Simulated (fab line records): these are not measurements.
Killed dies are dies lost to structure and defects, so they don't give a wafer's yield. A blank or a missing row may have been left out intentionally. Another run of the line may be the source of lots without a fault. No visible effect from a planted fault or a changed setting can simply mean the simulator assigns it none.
Struck lot and sound lot, side by side	flow berkeley_cmos170	19 steps out of a route of 331
Sound: wafers L281.4, L281.5, L281.6. Wafers struck: L289.1, L289.2, L289.5. The cause is named last.
Per side, at each step with rows, come the tool, then ch with its chambers, and then its first start. Under that, the readings that differ: sound wafers	struck wafers	difference of the means	sigmas: that difference in standard deviations of wafers without a fault.
alike: words and numbers the same on both sides, and readings whose means are apart by under 2 such deviations; not compared: readings that were withheld, readings missing a value for some wafer, numbers with overlapping values and no deviation given by the record, and bounds like >300 which may hide the same value.
Wherever a step has rows on one side only, a row that says differs or no value, or a row with sigmas, the two part there. Non-overlapping numbers with no deviation appear without sigmas and do not part them. A reading missing from all wafers of one side parts the sides only when that side holds two or more wafers.

first, 5 steps without rows for these wafers: UCB170_PSD_COAT_01 (resist thk 900 nm); UCB170_PSD_SOFTBAKE_02 (time 60 s); UCB170_PSD_EXPOSE_03 (exposes mask PSELECT MOD, target cd 1200 nm); UCB170_PSD_PEB_04; UCB170_PSD_DEVELOP_05 (develop time 45 s).
UCB170_PSD_CD_MEAS_06 targets a cd of 1200 nm.
  struck on cd_sem-02, day 10 13:18; sound on cd_sem-02, day 8 21:58
  alike: cd_nm
UCB170_PSD_OVL_MEAS_07:
  struck on overlay-02, day 10 13:25; sound on overlay-01, day 8 22:03
  alike: PSD_OVL
after that, 1 step had no rows for these wafers: UCB170_PSD_IMPLANT_08.
UCB170_PSD_STRIP_09: strips in O2.
  sound on plasma_asher-04 ch 0,1, day 8 22:15; struck on plasma_asher-03 ch 0,1, day 10 13:36
  alike: chamber_pressure_mTorr, drypump_motor_current_A, oes_product_au, strip_time_to_endpoint_s
  not compared: rf_hours_counter_h
UCB170_PSD_TW_MEAS_10:
  struck on film_metro-02, day 10 13:42; sound on film_metro-03, day 8 22:21
reading	sound	struck	difference	sigmas
PSD_TW	2371 2364 2356	2306 2308 2322	-52	-2
then, 2 steps without rows for these wafers: UCB170_PSD_CLEAN_11 (cleans in SPM, time 600 s); UCB170_NSD_HMDS_00 (prime time 60 s).
UCB170_NSD_COAT_01: resist thk 900 nm.
  struck on litho_track-03, day 10 17:32; sound on litho_track-01 ch 0, day 8 23:03
  no value came back on the struck wafers for chill_plate_temp_C (C), dispense_pressure_kPa (kPa); on the sound wafers chill_plate_temp_C (C) reads 22.89 23.02 22.98
then, 4 steps without rows for these wafers: UCB170_NSD_SOFTBAKE_02 (time 60 s); UCB170_NSD_EXPOSE_03 (exposes mask NSELECT MOD, target cd 1200 nm); UCB170_NSD_PEB_04; UCB170_NSD_DEVELOP_05 (develop time 45 s).
UCB170_NSD_CD_MEAS_06 targets a cd of 1200 nm.
  struck on cd_sem-01, day 10 18:34; sound on cd_sem-01, day 8 23:58
reading	sound	struck	difference	sigmas
cd_nm (nm)	1197.5 1197.8 1198.7	- - -	no value on the struck wafers	
UCB170_NSD_OVL_MEAS_07:
  struck on overlay-01, day 10 18:41; sound on overlay-01, day 9 00:03
reading	sound	struck	difference	sigmas
NSD_OVL (nm)	1 0 3	- - -	no value on the struck wafers	

WHERE THEY PART
Earliest at UCB170_PSD_TW_MEAS_10; latest, in this record, at UCB170_NSD_OVL_MEAS_07.

WHY: whatever the simulator had introduced
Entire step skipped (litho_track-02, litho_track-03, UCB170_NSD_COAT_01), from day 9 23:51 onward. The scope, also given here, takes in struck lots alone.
